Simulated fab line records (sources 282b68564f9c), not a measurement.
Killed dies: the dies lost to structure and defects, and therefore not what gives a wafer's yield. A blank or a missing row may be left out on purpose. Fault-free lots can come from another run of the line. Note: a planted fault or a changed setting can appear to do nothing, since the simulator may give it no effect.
Struck lot and sound lot, side by side -- flow rit cmos -- 19 out of 202 route steps
Sound: the wafers L309.1, L309.3, L309.6. Wafers struck: L297.1, L297.4, L297.5. The cause is given at the end.
Order at every step that has rows: each side's tool, ch and its chambers, its first start. Under that, the readings that differ: sound wafers -- struck wafers -- difference of the means -- sigmas: that difference in standard deviations of wafers without a fault.
alike: same words and numbers on both sides, and readings whose means sit less than 2 such deviations apart. not compared: any withheld reading, any reading some wafer has no value for, any bound like >300 that may hide the same value, and any number with overlapping values for which the record gives no deviation.
The two part at a step that has a row with sigmas, a row that says differs or no value, or rows on one side only. Non-overlapping numbers with no deviation appear without sigmas and do not part them. Lack of a reading on every wafer of one side parts them only where that side has two or more wafers.

RIT_ACTIVE_BOW_MEAS_00:
  sound: film metro-01 at day 5 19:00; struck: film metro-01 at day 3 07:00
  alike: INCOMING_BOW
then, 1 step without rows for these wafers: RIT_ACTIVE_OXIDATION_01 (target thk 46.8 nm, ox time 3360 s).
RIT_ACTIVE_THK_MEAS_02:
  sound: film metro-04 at day 5 22:29; struck: film metro-01 at day 3 09:03
  alike: ACTIVE_OXIDE_THK
RIT_ACTIVE_CVD_03: deposits Si3N4 from SiH2Cl2/NH3, target thk 150 nm, time 1500 s.
  sound on lpcvd-02 ch 0, day 5 22:32; struck on lpcvd-01 ch 1, day 3 09:35
reading,sound,struck,difference,sigmas
spike tc centre C (C),814.3 814.7 813.7,881.0 879.5 880.2,+66.0,+67
spike tc load C (C),831.7 830.5 831.4,900.1 901.2 900.0,+69.2,+41
spike tc source C (C),828.2 826.5 826.1,902.5 901.8 900.1,+74.5,+28
susceptor temp C (C),809.9 809.5 809.6,875.7 876.3 876.3,+66.4,+99 or more
model.Si3N4_of_ACTIVE_CVD_03.thk nm (nm),148.6 148.4 150.8,252.8 253.7 252.3,+103.7,
  alike: sih2cl2 flow sccm
RIT_ACTIVE_THK_MEAS_04:
  sound: film metro-02 at day 5 23:58; struck: film metro-04 at day 3 10:59
reading,sound,struck,difference,sigmas
ACTIVE_NITRIDE_THK (nm),148.6 148.4 150.7,252.8 253.7 252.3,+103.7,+74
then, 6 steps without rows for these wafers: RIT_ACTIVE_HMDS_05 (prime time 60 s); RIT_ACTIVE_COAT_06 (resist thk 1000 nm); RIT_ACTIVE_SOFTBAKE_07 (time 60 s); RIT_ACTIVE_EXPOSE_08 (exposes mask M1, target cd 1400 nm); RIT_ACTIVE_PEB_09; RIT_ACTIVE_DEVELOP_10 (develop time 49.27 s).
RIT_ACTIVE_CD_MEAS_11: the cd target is 1400 nm.
  sound: cd sem-02 at day 6 00:52; struck: cd sem-02 at day 3 11:54
reading,sound,struck,difference,sigmas
cd nm (nm),1401.7 1402.8 1403.4,1397.5 1397.4 1396.7,-5.4,-2
then, 1 step without rows for these wafers: RIT_ACTIVE_HARDBAKE_12 (time 60 s).
RIT_ACTIVE_ETCH_13: etches Si3N4 in SF6, stops on SiO2, time 210 s, target depth 210 nm.
  sound on rie diel-04 ch 0,2,3, day 6 01:08; struck on rie diel-01 ch 0,2, day 3 12:10
reading,sound,struck,difference,sigmas
oes product au (a.u.),0.840 0.847 0.829,0.940 0.996 0.940,+0.120,+7
model.ACTIVE.feature depth nm (nm),148.6 148.4 150.8,196.2 204.4 196.2,+49.7,
model.etch.depth nm (nm),148.6 148.4 150.8,196.2 204.4 196.2,+49.7,
  alike: chamber pressure mTorr, drypump motor current A, rf fwd power W, throttle valve pct
  not compared: rf hours counter h
RIT_ACTIVE_STRIP_14: strips in O2, time 180 s.
  sound on plasma asher-04 ch 0,1, day 6 01:16; struck on plasma asher-03 ch 0,1, day 3 12:19
  alike: chamber pressure mTorr, drypump motor current A
  not compared: rf hours counter h
RIT_ACTIVE_CD_MEAS_90: the cd target is 1400 nm.
  sound: cd sem-02 at day 6 01:27; struck: cd sem-02 at day 3 12:29
reading,sound,struck,difference,sigmas
cd nm (nm),1401.6 1403.0 1403.6,1397.2 1397.6 1396.9,-5.5,-2
then, 1 step without rows for these wafers: RIT_ACTIVE_CLEAN_15 (cleans in SC1, time 600 s).
RIT_ACTIVE_CLEAN_16: cleans in dHF, time 30 s.
  sound on wet bench-02 ch 2, day 6 01:44; struck on wet bench-03 ch 1, day 3 12:47
reading,sound,struck,difference,sigmas
model.Si3N4_of_ACTIVE_CVD_03.thk nm (nm),147.8 147.6 149.9,252 252.9 251.5,+104,
then, 1 step without rows for these wafers: RIT_ACTIVE_CLEAN_17 (cleans in SC2, time 600 s).

== WHERE THEY PART ==
At RIT_ACTIVE_CVD_03 first; at RIT_ACTIVE_CD_MEAS_90 last (within this record only).

WHY: the cause the simulator had injected
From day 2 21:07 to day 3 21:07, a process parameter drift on lpcvd-01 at RIT_ACTIVE_CVD_03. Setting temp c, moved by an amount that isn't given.
